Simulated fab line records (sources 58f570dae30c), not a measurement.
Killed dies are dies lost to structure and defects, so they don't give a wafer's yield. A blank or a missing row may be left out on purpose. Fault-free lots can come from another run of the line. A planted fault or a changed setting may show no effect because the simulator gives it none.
8D (eight disciplines) problem report, filled in by code + flow berkeleyCmos170 + the parts of the form that need people (team, actions taken, sign-off) are left out

== 1. THE ISSUE ==
Wafers without a fault read 0.517 a.u., standard deviation 0.012; oesProductAu at UCB170_M3_STRIP_19 reads a mean of 0.659 a.u. on 6 wafers belonging to 2 lots. That is +12 standard deviations from the usual mean.
The step: strips in O2.
The first sign was on wafer L621.1 at day 10 16:47, on plasmaAsher-01. At this step, 42 wafers from 14 lots have a number in the record. Rule for "out", or "out of limits": more than 4 standard deviations from the usual mean. The rest of the wafers with a number are treated as sound.

== 2. WHAT IT IS, AND WHAT IT ISN'T ==
| question                    | is                             | is not                                                                                                         |
|-----------------------------|--------------------------------|----------------------------------------------------------------------------------------------------------------|
| which readings at this step | oesProductAu                   | drypumpMotorCurrentA                                                                                           |
| which lots                  | L620, L621                     | L613, L614, L615, L616, L623, L627, L629, L630, L632, L634, L635, L636                                         |
| which wafers of those lots  | all that have a number         | -                                                                                                              |
| read on which tools         | plasmaAsher-01, plasmaAsher-03 | plasmaAsher-04                                                                                                 |
| when                        | from day 10 16:47              | up to then (12 sound wafers); but 24 sound wafers of L623, L627, L629, L630, L632, L634, L635, L636 came after |

== 3. WHAT RULES OUT EACH SUSPECT ==
Counting: a tool at any process step up to the reading remains a suspect when it ran all the lots that are out and ran no sound lot after the first of those.
- rieMetal-02 at UCB170_M3_METAL_ETCH_18 (etches Al in Cl2/BCl3, stops on SiO2, target depth 1170 nm, time 200.3 s): kept. It processed each lot that is out, first L621 at day 10 16:35, and no sound lot thereafter; up to then, the last sound lot it processed was L615 at day 9 05:50.
The count leaves rieMetal-02 at UCB170_M3_METAL_ETCH_18.

== 4. THE CAUSE (what the simulator had put in) ==
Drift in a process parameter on rieMetal-02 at UCB170_M3_METAL_ETCH_18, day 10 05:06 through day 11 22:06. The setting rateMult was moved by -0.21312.
This tool alone remained once counting was done.

== 5. THE CHAIN OF EFFECTS, in route order ==
One row per reading whose mean, taken over the struck wafers that have a number, lies over 3 standard deviations from the usual. Only readings whose record carries a usual standard deviation are examined. hours: median over the lots of the time between each lot's start at the first step of this table that gives one and its start at this step. sigmas: the change, counted in usual standard deviations.
| hours | step               | reading      | usual      | on struck wafers | change | sigmas |
|-------|--------------------|--------------|------------|------------------|--------|--------|
| 0     | UCB170_M3_STRIP_19 | oesProductAu | 0.517 a.u. | 0.659            | +0.142 | +12    |
Process steps it contains:
- UCB170_M3_STRIP_19: strips in O2.
At these later measuring or inspecting steps, every struck wafer for which the step has a row has a number for every such reading, and none has moved that far: UCB170_M3_BOW_MEAS_20.

== 6. HOW IT WOULD HAVE BEEN CAUGHT EARLIER ==
First out-of-limits reading in this record: day 10 16:47, which is 12 hours after fault onset at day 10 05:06.
Tool readings at UCB170_M3_METAL_ETCH_18 with a usual standard deviation given in the record: none out on any struck wafer, hence no alarm at a limit of 4 standard deviations on them.
L620, from the lots that are out (2), started UCB170_M3_METAL_ETCH_18 on rieMetal-02 later than day 10 16:47. Holding the tool at that time would have saved it.
